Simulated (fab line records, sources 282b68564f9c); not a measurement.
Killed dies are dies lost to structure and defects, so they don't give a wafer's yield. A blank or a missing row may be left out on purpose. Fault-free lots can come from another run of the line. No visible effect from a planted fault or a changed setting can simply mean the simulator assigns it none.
Struck lot and sound lot, side by side	flow ritCmos	14 out of 202 route steps
Sound: wafers L157.2, L157.4, L157.6. Wafers struck: L150.2, L150.5, L150.6. The cause is given at the end.
Each step with rows lists, per side, the tool, then ch with its chambers, then its first start. Under that, the readings that differ: sound wafers	struck wafers	difference of the means	sigmas: that difference in standard deviations of wafers without a fault.
alike: words and numbers the same on both sides, and readings whose means are apart by under 2 such deviations; not compared: readings that were withheld, readings missing a value for some wafer, numbers with overlapping values and no deviation given by the record, and bounds like >300 which may hide the same value.
A row with sigmas, a row that says differs or no value, or rows on one side alone: a step with any of these is where the two part. Numbers that have no deviation but don't overlap get no sigmas and don't part them. Lack of a reading on every wafer of one side parts them only where that side has two or more wafers.

RIT_SILICIDE_SPUTTER_01: material Ti, target thk 30 nm, time 240 s.
  sound: pvdSputter-03 at day 6 16:41; struck: pvdSputter-02 at day 5 22:47
  alike: throttleValvePct
RIT_SILICIDE_RS_MEAS_02: measures by four-point-probe.
  sound: filmMetro-02 at day 6 16:52; struck: filmMetro-02 at day 5 22:58
reading	sound	struck	difference	sigmas
SILICIDE_TI_RS (ohm/sq)	48.8 48.8 48.7	46.4 46.3 46.7	-2.3	-3
RIT_SILICIDE_THK_MEAS_03: measures by xrf.
  sound: filmMetro-02 at day 6 16:58; struck: filmMetro-02 at day 5 23:04
reading	sound	struck	difference	sigmas
SILICIDE_TI_THK (nm)	29.2 29.5 29.3	30.4 30.5 30.3	+1.1	+2
RIT_SILICIDE_RTA_04: time 10 s, ramp up 5 s, ramp down 5 s.
  sound on rtpAnneal-02 ch 0, day 6 17:02; struck on rtpAnneal-01 ch 0, day 5 23:08
  alike: wafer_temp_C_max
then, 1 step without rows for these wafers: RIT_SILICIDE_WET_ETCH_05 (etches Ti in SPM, time 120 s).
RIT_SILICIDE_RTA_06: time 10 s, ramp up 5 s, ramp down 10 s.
  sound on rtpAnneal-01 ch 0, day 6 17:08; struck on rtpAnneal-02 ch 0, day 5 23:14
reading	sound	struck	difference	sigmas
wafer_temp_C_max	751.3 751.2 752.1	753.7 754.2 752.9	+2.1	+3
RIT_CONTACT_CVD_00: deposits SiO2 from TEOS, target thk 400 nm, time 61 s.
  sound on pecvd-04 ch 1,2, day 6 17:12; struck on pecvd-04 ch 0,1, day 5 23:17
  alike: heaterPowerW
RIT_CONTACT_THK_MEAS_01:
  sound: filmMetro-04 at day 6 17:16; struck: filmMetro-03 at day 5 23:21
  alike: CONTACT_TEOS_THK
then, 4 steps without rows for these wafers: RIT_CONTACT_HMDS_02 (prime time 60 s); RIT_CONTACT_COAT_03 (resist thk 1000 nm); RIT_CONTACT_SOFTBAKE_04 (time 60 s); RIT_CONTACT_EXPOSE_05 (exposes mask M11, target cd 1000 nm).
RIT_CONTACT_PEB_06:
  struck on lithoTrack-03, day 6 00:20; sound on lithoTrack-04 ch 0, day 6 18:25
reading	sound	struck	difference	sigmas
exhaustPa (Pa)	43.8 44.7 43.7	- - -	no value on the struck wafers	
  not compared: chillPlateTempC
then, 1 step without rows for these wafers: RIT_CONTACT_DEVELOP_07 (develop time 120 s).

## WHERE THEY PART
First at RIT_SILICIDE_RS_MEAS_02; last, within this record, at RIT_CONTACT_PEB_06.

WHY: what the simulator had put in
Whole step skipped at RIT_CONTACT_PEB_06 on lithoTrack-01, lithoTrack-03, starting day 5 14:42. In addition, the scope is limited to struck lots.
